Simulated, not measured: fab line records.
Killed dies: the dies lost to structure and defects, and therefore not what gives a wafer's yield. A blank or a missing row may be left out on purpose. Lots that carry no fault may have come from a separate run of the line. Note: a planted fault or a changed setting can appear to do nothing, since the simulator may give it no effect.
Matching of chambers    flow berkeley cmos170    4 sister chambers for UCB170_NWELL_ETCH_13 on rie diel-01
The step etches Si3N4 in CH3F/Ar/O2, stops on SiO2, target depth 246.4 nm, time 154 s. 14 wafers are shown with their chamber, then 6 later ones without.

EACH WAFER AND ITS CHAMBER
wafer   chamber  drypump motor current A (A)  throttle valve pct (%)  oes product au (a.u.)
L828.1  2        5.0                          8.03                    0.908
L828.3  1        6.4                          7.91                    0.951
L828.4  1        6.4                          7.92                    0.930
L830.1  0        4.9                          8.02                    0.924
L830.3  2        5.0                          8.03                    0.930
L830.4  3        5.6                          8.20                    0.956
L833.2  3        5.6                          8.18                    0.953
L833.3  2        5.1                          8.05                    0.921
L833.4  1        6.4                          7.90                    0.935
L836.2  0        4.9                          7.98                    0.921
L836.3  1        6.4                          7.90                    0.942
L836.4  3        5.5                          8.19                    0.948
L838.2  0        5.0                          8.00                    0.910
L838.5  1        6.4                          7.93                    0.942

SIGNATURES, as means of the wafers listed above
reading                  chamber 0  chamber 1  chamber 2  chamber 3  scatter within a chamber
drypump motor current A  4.933      6.400      5.033      5.567      0.0447
throttle valve pct       8.0000     7.9120     8.0367     8.1900     0.014
oes product au           0.91833    0.94000    0.91967    0.95233    0.008
Rule: for a wafer and a chamber, the distance is found by dividing, reading by reading, the gap between the wafer's reading and the chamber's mean by the reading's scatter, squaring, summing and taking the root. If the next closest chamber is less than 2 further off than the closest, the wafer can't be placed; otherwise it belongs to the closest. The scatter: take each reading less its chamber's mean, square it, sum over the shown wafers, divide by the number of wafers less the number of chambers, and take the root.

WAFERS WHOSE CHAMBER IS MISSING
wafer   drypump motor current A (A)  throttle valve pct (%)  oes product au (a.u.)
L838.6  5.0                          8.01                    0.924
L840.1  6.4                          7.91                    0.957
L840.3  5.0                          8.02                    0.926
L840.6  6.4                          7.91                    0.949
L845.1  5.1                          8.03                    0.982
L845.6  4.9                          8.00                    0.981

WHICH CHAMBER EACH WENT THROUGH
wafer   from the rows above      in truth
L838.6  can't be placed: 0 or 2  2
L840.1  1                        1
L840.3  can't be placed: 2 or 0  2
L840.6  1                        1
L845.1  can't be placed: 2 or 0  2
L845.6  can't be placed: 0 or 2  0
2 of 6 placed correctly. Not placeable from these rows: 4 (in 4, the candidates include the true chamber). Placed wrongly: 0.
